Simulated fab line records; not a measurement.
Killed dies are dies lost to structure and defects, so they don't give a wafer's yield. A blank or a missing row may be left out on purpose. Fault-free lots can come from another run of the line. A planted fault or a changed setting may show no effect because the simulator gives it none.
fab line records	flow berkeley-cmos170
[record] lots = 15	wafers = 45	last-day = 12
route steps=331 shown GATE@139 NLDD@164 SPACER@171
lots untouched by any fault: they come from a run of this same line in which no faults occurred
start-h: hours from the record's first day to the start of the lot's first wafer shown	wait-h: how many hours have passed since the lot's step before this one	" the same as in the row above	L1.1+2: a row that stands for several wafers	- no value, or no start given	* or withheld: withheld	< > ~ a bound
route shown NAME@n: NAME is a module with steps in the file, n the number in the route of the first one	usual: average and standard deviation across the fault-free wafers	same: alike in all rows	chamber/n: place in a boat	sites: each site's reading	_std_site: their standard deviation	_edge_site: mean of outer sites minus mean of inner sites	radius-mm: how far each site lies from the wafer's centre	mask NAME#n: copy n	behind: the last tool/chamber to shape the wafer	hold: what put the lot on hold/how long, in hours/how the hold closed	device: the n, p or np transistor that did not switch	end of line: the tests these same wafers got at the end of their route	a step given without rows: its recipe and nothing more	killed: dies lost to structure and defects at the first sort, not the wafer's yield	map: the dies of a wafer, with x for killed, . for not killed, _ for no die there
set.NAME: the run value of the setting; set.NAME@STEP: its run value at that earlier step	model.NAME: the simulator's own value behind a step, which no gauge read
one table for each step of the route and one row for each wafer, over a sample of lots
services: a tool's chamber out of use, with start hour (start-h, from the record's first day; less than 0 if before it), hours out, and reason
[[steps]]
[step UCB170_GATE_OVL_MEAS_13]
[usual] GATE_OVL = -3/6.1
lot.wafer	tool	chamber	start-h	wait-h	GATE_OVL[nm]
L651.2	overlay-01	-	128.24	0.1	8
L651.3	"	-	"	"	5
L651.4	"	-	"	"	-1
L653.1	overlay-01	-	135.59	0.1	-5
L653.3	"	-	"	"	1
L653.5	"	-	"	"	-5
L652.2	overlay-02	-	135.72	0.1	-4
L652.4	"	-	"	"	-2
L652.6	"	-	"	"	-3
L656.2	overlay-01	-	149.47	0.1	3
L656.3	"	-	"	"	-8
L656.6	"	-	"	"	3
L654.1	overlay-02	-	150.01	0.1	8
L654.4	"	-	"	"	7
L654.6	"	-	"	"	-5
L658.1	overlay-01	-	163.41	0.1	-7
L658.3	"	-	"	"	-11
L658.5	"	-	"	"	-7
L659.3	overlay-01	-	173.33	0.1	-2
L659.4	"	-	"	"	-4
L659.5	"	-	"	"	-4
L662.2	overlay-01	-	186.37	0.1	0
L662.4	"	-	"	"	-5
L662.5	"	-	"	"	-12
L668.1	overlay-02	-	203.39	0.1	-2
L668.2	"	-	"	"	-11
L668.3	"	-	"	"	-2
L667.3	overlay-02	-	204.24	0.1	0
L667.5	"	-	"	"	1
L667.6	"	-	"	"	-11
L669.3	overlay-01	-	215.50	0.1	7
L669.4	"	-	"	"	3
L669.6	"	-	"	"	13
L671.3	overlay-02	-	229.95	0.1	6
L671.5	"	-	"	"	-3
L671.6	"	-	"	"	-12
L672.2	overlay-01	-	230.24	0.1	4
L672.4	"	-	"	"	5
L672.5	"	-	"	"	-7
L673.1	overlay-02	-	230.65	0.1	0
L673.2	"	-	"	"	-6
L673.6	"	-	"	"	-10
L674.1	overlay-01	-	236.48	0.1	1
L674.4	"	-	"	"	4
L674.6	"	-	"	"	7
[step UCB170_NLDD_CD_MEAS_06]
[recipe] target-cd-nm = 1200
[usual] cd-nm = 1200.5/1.2
lot.wafer	tool	chamber	start-h	wait-h	cd-nm
L651.2	cd-sem-01	-	133.55	-	1198.5
L651.3	"	-	"	"	1198.3
L651.4	"	-	"	"	1198.5
L653.1	cd-sem-02	-	139.17	-	1200.9
L653.3	"	-	"	"	1200.4
L653.5	"	-	"	"	1201.1
L652.2	cd-sem-02	-	139.59	-	1199.1
L652.4	"	-	"	"	1199.0
L652.6	"	-	"	"	1199.6
L656.2	cd-sem-01	-	156.42	-	1200.8
L656.3	"	-	"	"	1201.1
L656.6	"	-	"	"	1201.3
L654.1	cd-sem-02	-	156.67	-	1199.6
L654.4	"	-	"	"	1200.2
L654.6	"	-	"	"	1199.2
L658.1	cd-sem-01	-	167.62	-	1199.2
L658.3	"	-	"	"	1201.0
L658.5	"	-	"	"	1198.6
L659.3	cd-sem-01	-	178.50	-	1199.9
L659.4	"	-	"	"	1199.5
L659.5	"	-	"	"	1200.0
L662.2	cd-sem-01	-	191.78	-	1202.7
L662.4	"	-	"	"	1201.0
L662.5	"	-	"	"	1200.8
L668.1	cd-sem-01	-	207.23	-	1201.4
L668.2	"	-	"	"	1200.5
L668.3	"	-	"	"	1200.0
L667.3	cd-sem-01	-	208.38	-	1201.5
L667.5	"	-	"	"	1200.1
L667.6	"	-	"	"	1199.9
L669.3	cd-sem-02	-	220.47	-	1200.1
L669.4	"	-	"	"	1198.8
L669.6	"	-	"	"	1198.6
L671.3	cd-sem-01	-	233.35	-	1200.9
L671.5	"	-	"	"	1198.9
L671.6	"	-	"	"	1201.3
L672.2	cd-sem-01	-	233.84	-	1199.5
L672.4	"	-	"	"	1199.0
L672.5	"	-	"	"	1198.4
L673.1	cd-sem-01	-	234.27	-	1199.6
L673.2	"	-	"	"	1199.1
L673.6	"	-	"	"	1200.1
L674.1	cd-sem-02	-	240.93	-	1201.1
L674.4	"	-	"	"	1200.6
L674.6	"	-	"	"	1199.1
[step UCB170_SPACER_CVD_00]
[recipe] material = SiO2	target-thk-nm = 376	temp-c = 390	precursor = TEOS/O2	time-s = 47	rf-w = 550	pressure-mtorr = 9000
[usual] heater-power-w = 265/35	pressure-mtorr = 9002/19	rf-fwd-power-W = 544.5/2.2
lot.wafer	tool	chamber	start-h	wait-h	heater-power-w	pressure-mtorr	rf-fwd-power-W
L651.2	pecvd-03	0	134.51	0.0	256	9032	546.5
L651.3	"	2	"	"	267	8995	540.2
L651.4	"	1	"	"	289	9013	547.7
L653.1	pecvd-04	1	139.97	0.0	258	9007	545.7
L653.3	"	0	"	"	305	9045	545.4
L653.5	"	1	"	"	255	8977	545.6
L652.2	pecvd-03	1	140.36	0.0	257	8997	546.7
L652.4	"	1	"	"	279	8978	546.6
L652.6	"	0	"	"	255	8996	548.7
L656.2	pecvd-03	1	157.36	0.0	269	8998	544.1
L656.3	"	0	"	"	203	9013	546.6
L656.6	"	0	"	"	218	8984	545.6
L654.1	pecvd-04	2	157.48	0.0	253	9020	541.5
L654.4	"	2	"	"	265	9067	542.6
L654.6	"	0	"	"	289	9009	544.5
L658.1	pecvd-02	2	171.68	0.0	215	8978	547.2
L658.3	"	1	"	"	352	9011	542.6
L658.5	"	0	"	"	263	9016	541.5
L659.3	pecvd-02	0	179.53	0.0	281	8992	545.2
L659.4	"	1	"	"	326	8992	541.9
L659.5	"	2	"	"	247	9005	545.0
L662.2	pecvd-03	1	192.65	0.0	303	8995	545.3
L662.4	"	2	"	"	288	8997	543.7
L662.5	"	1	"	"	308	9031	543.5
L668.1	pecvd-03	1	208.03	0.0	251	8986	547.7
L668.2	"	0	"	"	194	9019	546.7
L668.3	"	2	"	"	247	9001	539.4
L667.3	pecvd-03	2	209.33	0.0	-	-	-
L667.5	"	1	"	"	-	-	-
L667.6	"	2	"	"	-	-	-
L669.3	pecvd-03	1	221.23	0.0	-	-	-
L669.4	"	2	"	"	-	-	-
L669.6	"	0	"	"	-	-	-
L671.3	pecvd-03	1	234.10	0.0	-	-	-
L671.5	"	0	"	"	-	-	-
L671.6	"	2	"	"	-	-	-
L672.2	pecvd-02	2	234.61	0.0	264	8984	544.9
L672.4	"	2	"	"	279	9032	546.3
L672.5	"	0	"	"	231	9042	545.7
L673.1	pecvd-03	0	238.32	0.0	226	8991	545.6
L673.2	"	1	"	"	297	8981	547.7
L673.6	"	2	"	"	240	8976	542.0
L674.1	pecvd-04	1	241.82	0.0	260	8979	543.7
L674.4	"	2	"	"	291	9023	543.1
L674.6	"	0	"	"	307	8992	545.3
[step UCB170_SPACER_ETCHBACK_03]
[recipe] stop-on = Si	target = SiO2	chemistry = CHF3/CF4/Ar	CHF3_flow_sccm = 50	cf4-flow-sccm = 10	Ar_flow_sccm = 120	pressure-mtorr = 200	rf-w = 500	target-depth-a = 3760	time-s = 100
[usual] drypump-motor-current-A = 5.9/0.47	oes-product-au = 0.906/0.015	rf-fwd-power-W = 497.4/1.6	throttle-valve-pct = 6.51/0.088
lot.wafer	tool	chamber	start-h	wait-h	drypump-motor-current-A	oes-product-au	rf-fwd-power-W	rf-hours-counter-h	throttle-valve-pct
L651.2	rie-diel-01	1	137.35	0.0	5.3	0.891	494.6	32	6.47
L651.3	"	3	"	"	6.5	0.912	497.1	0	6.53
L651.4	"	2	"	"	5.8	0.928	494.8	18	6.60
L652.2	rie-diel-01	2	146.10	0.0	5.8	0.913	498.8	18	6.57
L652.4	"	3	"	"	6.5	0.912	498.9	1	6.54
L652.6	"	1	"	"	5.3	0.892	497.0	-	6.46
L653.1	rie-diel-04	1	146.10	0.0	5.6	0.898	498.6	40	6.47
L653.3	"	0	"	"	5.6	0.897	499.6	17	6.56
L653.5	"	1	"	"	5.6	0.895	496.5	-	6.48
L654.1	rie-diel-01	1	161.32	0.0	5.2	0.869	499.6	33	6.47
L654.4	"	3	"	"	6.5	0.915	498.4	-	6.54
L654.6	"	0	"	"	6.0	0.914	498.5	-	6.37
L656.2	rie-diel-04	3	161.32	0.0	5.4	0.918	493.8	23	6.51
L656.3	"	2	"	"	6.6	0.905	499.4	126	6.56
L656.6	"	2	"	"	6.6	0.910	498.3	-	6.57
L658.1	rie-diel-01	2	174.50	0.0	5.8	0.916	497.5	19	6.59
L658.3	"	0	"	"	5.9	0.904	498.6	10	6.37
L658.5	"	2	"	"	5.8	0.923	499.2	-	6.59
L659.3	rie-diel-01	2	182.75	0.0	5.8	0.914	499.6	20	6.58
L659.4	"	1	"	"	5.3	0.882	498.2	-	6.47
L659.5	"	0	"	"	6.0	0.900	498.1	-	6.38
L662.2	rie-diel-01	2	196.73	0.1	5.8	0.921	497.9	20	6.57
L662.4	"	0	"	"	6.0	0.913	494.5	11	6.40
L662.5	"	2	"	"	5.8	0.911	499.5	-	6.57
L668.1	rie-diel-01	1	213.45	0.0	5.3	0.872	496.9	36	6.47
L668.2	"	3	"	"	6.4	0.912	497.8	3	6.53
L668.3	"	0	"	"	6.0	0.901	499.1	12	6.38
L667.3	rie-diel-01	1	213.53	0.1	5.3	0.891	495.9	36	6.47
L667.5	"	2	"	"	5.8	0.920	500.1	-	6.59
L667.6	"	1	"	"	5.3	0.883	496.1	-	6.48
L669.3	rie-diel-01	0	225.32	0.0	6.0	0.911	499.8	13	6.38
L669.4	"	1	"	"	5.3	0.889	497.2	37	6.49
L669.6	"	2	"	"	5.8	0.916	496.3	-	6.58
L671.3	rie-diel-04	1	236.02	0.0	5.6	0.899	494.9	45	6.48
L671.5	"	2	"	"	6.6	0.898	496.9	-	6.55
L671.6	"	1	"	"	5.6	0.890	496.4	-	6.46
L672.2	rie-diel-04	2	236.86	0.0	6.6	0.899	500.2	130	6.57
L672.4	"	2	"	"	6.6	0.900	497.7	-	6.56
L672.5	"	3	"	"	5.4	0.922	495.4	-	6.51
L673.1	rie-diel-04	3	242.71	0.0	5.4	0.922	496.9	28	6.50
L673.2	"	1	"	"	5.6	0.897	495.1	45	6.46
L673.6	"	1	"	"	5.6	0.893	495.6	-	6.48
L674.1	rie-diel-01	3	247.09	0.0	6.5	0.909	498.3	5	6.54
L674.4	"	1	"	"	5.3	0.890	498.7	38	6.48
L674.6	"	3	"	"	6.5	0.918	498.5	-	6.53
[[services]]
tool	chamber	start-h	hours	kind
pecvd-02	-	112.36	1.7	repair
rie-diel-04	-	114.88	2.5	repair
rie-diel-01	3	120.03	9.3	repair
rie-diel-01	2	155.15	9.8	repair
rie-diel-01	3	172.85	21.7	repair
pecvd-04	-	184.24	2.9	repair
rie-diel-04	1	236.38	4.0	repair
pecvd-03	-	242.50	14.0	pm
pecvd-03	0	242.50	14.0	vent-cycle
pecvd-03	1	242.50	14.0	vent-cycle
pecvd-03	2	242.50	14.0	vent-cycle
[[key]]
[first-sign] step = UCB170_SPACER_CVD_00	reading = tool-record	direction = missing
effect none on later readings
met-at UCB170_SPACER_CVD_00
struck-lots L667,L669,L671
later-rows-left-out L667.3,L667.5,L667.6,L669.3,L669.4,L669.6,L671.3,L671.5,L671.6
sort-left-out L667.3,L667.5,L667.6,L669.3,L669.4,L669.6,L671.3,L671.5,L671.6
tester-left-out L667,L669,L671
not-acting-at UCB170_GATE_OVL_MEAS_13,UCB170_NLDD_CD_MEAS_06,UCB170_SPACER_ETCHBACK_03
onset-between 208.03 209.33
[fault] kind = skipped-step-whole	tool = pecvd-03	chamber = -	onset-h = 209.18	steps = UCB170_SPACER_CVD_00	scope = struck-lots-only
// tester-left-out: of these lots the tester's yield and bins aren't shown, on N5 and GAA mostly nor the transistor test; their killed dies are dies lost to structure and defects alone, not to doping, threshold or leakage, so they don't give the yield
// sort-left-out: the simulated sort isn't trusted on such a fault, so these wafers' sort isn't shown, and their yield isn't known
// later-rows-left-out: the simulator's readings of these wafers behind a module that went badly wrong aren't trusted and aren't shown, but for the sort
